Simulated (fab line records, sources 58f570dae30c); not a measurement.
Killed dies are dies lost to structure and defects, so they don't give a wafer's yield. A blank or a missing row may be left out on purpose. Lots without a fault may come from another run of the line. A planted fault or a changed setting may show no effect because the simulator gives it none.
One fault seen from 2 desks | flow berkeley_cmos170 | each desk has only its own numbers; what lay behind them comes last

THE METROLOGY DESK
What the gauges read, lot by lot, whatever tool the lot ran on: means of the sampled wafers that have a number. A lot is out of limits, marked OUT, if its mean lies more than 4 standard deviations from the usual mean; the brackets give that distance.
Columns: A = PSD_RS at UCB170_SDANNEAL_RS_MEAS_02, usual 75.7 ohm/sq; B = NSD_RS at UCB170_SDANNEAL_RS_MEAS_03, usual 37.26 ohm/sq; C = PLDD_RS at UCB170_SDANNEAL_RS_MEAS_04, usual 1031.3 ohm/sq; D = NLDD_RS at UCB170_SDANNEAL_RS_MEAS_05, usual 616.6 ohm/sq; E = SILICIDE_TI_RS at UCB170_SILICIDE_RS_MEAS_02, usual 26.13 ohm/sq; F = SILICIDE_TI_THK at UCB170_SILICIDE_THK_MEAS_03, usual 29.7 nm
lot  | first seen here | A    | B     | C      | D     | E     | F
L373 | day 8 01:56     | 76.1 | 37.27 | 1028.0 | 618.2 | 25.88 | 30.0
L376 | day 9 17:55     | 75.4 | 37.22 | 1033.2 | 616.1 | 25.79 | 30.0
L386 | day 11 13:26    | 75.6 | 37.31 | 1030.8 | 615.8 | 26.04 | 30.0
L385 | day 11 13:47    | 75.7 | 37.10 | 1029.8 | 613.7 | 26.09 | 29.9
L392 | day 12 16:35    | 75.4 | 37.31 | 1030.7 | 616.2 | 26.17 | 29.4
L389 | day 12 17:43    | 76.0 | 37.24 | 1034.2 | 617.8 | 25.93 | 29.9
This desk's finding: nothing out of limits on any of the 6 lots.

THE TOOL OWNER'S DESK: rtp_anneal-01
The tool's own readings at UCB170_SILICIDE_RTA_04 (time 15 s): means of the sampled wafers that have a number, for each lot that ran on this tool. A lot is out of limits, marked OUT, if its mean lies more than 4 standard deviations from the usual mean; the brackets give that distance.
Columns: A = chamber_o2_ppm at UCB170_SILICIDE_RTA_04, usual 1.998; B = lamp_power_pct at UCB170_SILICIDE_RTA_04, usual 9.9 %; C = wafer_temp_C_max at UCB170_SILICIDE_RTA_04, usual 652.7
lot  | first seen here | A                        | B    | C
L376 | day 9 18:41     | 2.004                    | 10.3 | 652.2
L386 | day 11 14:11    | 61.977 (+99 or more) OUT | 10.3 | 652.0
L385 | day 11 14:32    | 61.996 (+99 or more) OUT | 10.3 | 652.2
This desk's finding: out of limits on L385, L386; first on L386, day 11 14:11 (chamber_o2_ppm at UCB170_SILICIDE_RTA_04). In limits: L376.

PUT TOGETHER
The tool owner's desk could have raised an alarm at day 11 14:11, on L385, L386.
The metrology desk saw nothing out of limits.
The metrology desk has L385, L386 on record, within its limits.
Of the lots named, all ran UCB170_SILICIDE_RTA_04 on rtp_anneal-01.

WHAT THE SIMULATOR HAD PUT IN
Process parameter drift: rtp_anneal-01, from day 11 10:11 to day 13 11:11, at UCB170_SILICIDE_RTA_04. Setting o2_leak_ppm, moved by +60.
Lots struck among those shown: L385, L386.
Hours from the fault's start to each desk's first reading out of limits: the tool owner's desk, 4.
